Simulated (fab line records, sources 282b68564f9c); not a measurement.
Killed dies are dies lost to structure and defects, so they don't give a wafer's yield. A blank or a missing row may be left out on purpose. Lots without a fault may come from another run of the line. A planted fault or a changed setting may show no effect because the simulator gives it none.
Which tool did it? | flow rit_cmos | 15 lots, 45 wafers sampled, at 3 steps of a route of 202

WHAT THE GAUGES READ, wafer by wafer
RIT_M1_RS_MEAS_01: measures by four-point-probe. Usual: M1_AL_RS 0.0734 ohm/sq, standard deviation 0.00078.
lot  | measured    | on            | M1_AL_RS (ohm/sq)    | flag
L450 | day 3 06:21 | film_metro-04 | 0.0730 0.0729 0.0731 |
L453 | day 3 20:42 | film_metro-02 | 0.0735 0.0730 0.0741 |
L454 | day 4 02:50 | film_metro-04 | 0.0727 0.0734 0.0721 |
L455 | day 4 09:59 | film_metro-01 | 0.0744 0.0745 0.0739 |
L458 | day 5 00:27 | film_metro-04 | 0.0735 0.0745 0.0737 |
L459 | day 5 03:31 | film_metro-04 | 0.0723 0.0732 0.0732 |
L460 | day 5 07:11 | film_metro-01 | 0.0730 0.0727 0.0729 |
L461 | day 5 13:23 | film_metro-01 | 0.0745 0.0735 0.0741 |
L462 | day 5 17:16 | film_metro-04 | 0.0747 0.1148 0.1142 | OFF
L463 | day 6 03:28 | film_metro-04 | 0.0729 0.0730 0.0732 |
L464 | day 6 05:12 | film_metro-04 | 0.0739 0.1159 0.1142 | OFF
L466 | day 6 14:05 | film_metro-02 | 0.0737 0.0729 0.1124 | OFF
L469 | day 7 03:45 | film_metro-01 | 0.0742 0.0744 0.0745 |
L471 | day 7 13:38 | film_metro-02 | 0.0737 0.0731 0.0738 |
L473 | day 8 01:11 | film_metro-02 | 0.0726 0.0718 0.0729 |

RIT_M1_THK_MEAS_02: measures by xrf. Usual: M1_AL_THK 399 nm, standard deviation 4.5.
lot  | measured    | on            | M1_AL_THK (nm) | flag
L450 | day 3 06:28 | film_metro-04 | 403 400 400    |
L453 | day 3 20:49 | film_metro-02 | 400 402 397    |
L454 | day 4 02:57 | film_metro-04 | 403 401 409    |
L455 | day 4 10:06 | film_metro-01 | 394 393 398    |
L458 | day 5 00:34 | film_metro-04 | 397 395 398    |
L459 | day 5 03:37 | film_metro-04 | 405 401 403    |
L460 | day 5 07:18 | film_metro-01 | 404 403 402    |
L461 | day 5 13:29 | film_metro-01 | 394 398 397    |
L462 | day 5 17:23 | film_metro-04 | 393 258 259    | OFF
L463 | day 6 03:33 | film_metro-04 | 403 401 401    |
L464 | day 6 05:19 | film_metro-04 | 397 257 260    | OFF
L466 | day 6 14:12 | film_metro-02 | 398 402 265    | OFF
L469 | day 7 03:50 | film_metro-01 | 396 394 393    |
L471 | day 7 13:46 | film_metro-02 | 397 401 396    |
L473 | day 8 01:17 | film_metro-02 | 405 410 401    |

WHICH TOOL RAN EACH LOT (tool, then ch and the chambers of the sampled wafers, then the start)
lot  | RIT_M1_SPUTTER_00
L450 | pvd_sputter-04, day 3 06:04
L453 | pvd_sputter-01, day 3 20:25
L454 | pvd_sputter-04, day 4 02:32
L455 | pvd_sputter-01, day 4 09:40
L458 | pvd_sputter-01, day 5 00:08
L459 | pvd_sputter-03, day 5 03:11
L460 | pvd_sputter-01, day 5 06:53
L461 | pvd_sputter-03, day 5 13:04
L462 | pvd_sputter-01, day 5 16:58
L463 | pvd_sputter-04, day 6 03:07
L464 | pvd_sputter-01, day 6 04:53
L466 | pvd_sputter-01, day 6 13:47
L469 | pvd_sputter-03, day 7 03:24
L471 | pvd_sputter-03, day 7 13:20
L473 | pvd_sputter-03, day 8 00:52
- RIT_M1_SPUTTER_00: material Al, target thk 400 nm, time 500 s.

WHAT THE TOOLS THEMSELVES READ (means of the sampled wafers that have a number; where no wafer has one, the mark that the record gives instead)
RIT_M1_SPUTTER_00. Usual: throttle_valve_pct 30.5 %, standard deviation 1.
lot  | tool           | throttle_valve_pct (%) | flag
L450 | pvd_sputter-04 | 29.7                   |
L453 | pvd_sputter-01 | 31.4                   |
L454 | pvd_sputter-04 | 30.2                   |
L455 | pvd_sputter-01 | 30.2                   |
L458 | pvd_sputter-01 | 31.6                   |
L459 | pvd_sputter-03 | 29.6                   |
L460 | pvd_sputter-01 | 31.6                   |
L461 | pvd_sputter-03 | 29.7                   |
L462 | pvd_sputter-01 | 32.0                   |
L463 | pvd_sputter-04 | 29.6                   |
L464 | pvd_sputter-01 | 31.1                   |
L466 | pvd_sputter-01 | 30.9                   |
L469 | pvd_sputter-03 | 30.4                   |
L471 | pvd_sputter-03 | 30.0                   |
L473 | pvd_sputter-03 | 30.0                   |

THE ANSWER, worked out from the rows above alone
Rule: a lot is off if the mean of its wafers that have a number lies more than 3 standard deviations from the usual mean. A lot without any number at a reading at which 4 lots or more have one is off too. The other lots that the step has rows for count as sound. The gauges are gone through in route order, then the tools' own readings, and for those a lot's mean is taken as printed above. The first step at which some lot is off is used, and at that step the reading that is off furthest; a lot without a number counts as furthest.
Off: L462, L464, L466, at RIT_M1_RS_MEAS_01 (M1_AL_RS).
A tool fits if, at a process step before that reading, it ran every lot that is off, and no sound lot after the first of them. The gauges at RIT_M1_RS_MEAS_01 are tried like those tools. One fits: pvd_sputter-01 at RIT_M1_SPUTTER_00. Its last sound lot is L460 (day 5 06:53), its first lot that is off L462 (day 5 16:58): a fault that began between those two fits.

WHAT THE SIMULATOR HAD PUT IN
Process parameter drift: pvd_sputter-01, from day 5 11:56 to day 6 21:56, at RIT_M1_SPUTTER_00. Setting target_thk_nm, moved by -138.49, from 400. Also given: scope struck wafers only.
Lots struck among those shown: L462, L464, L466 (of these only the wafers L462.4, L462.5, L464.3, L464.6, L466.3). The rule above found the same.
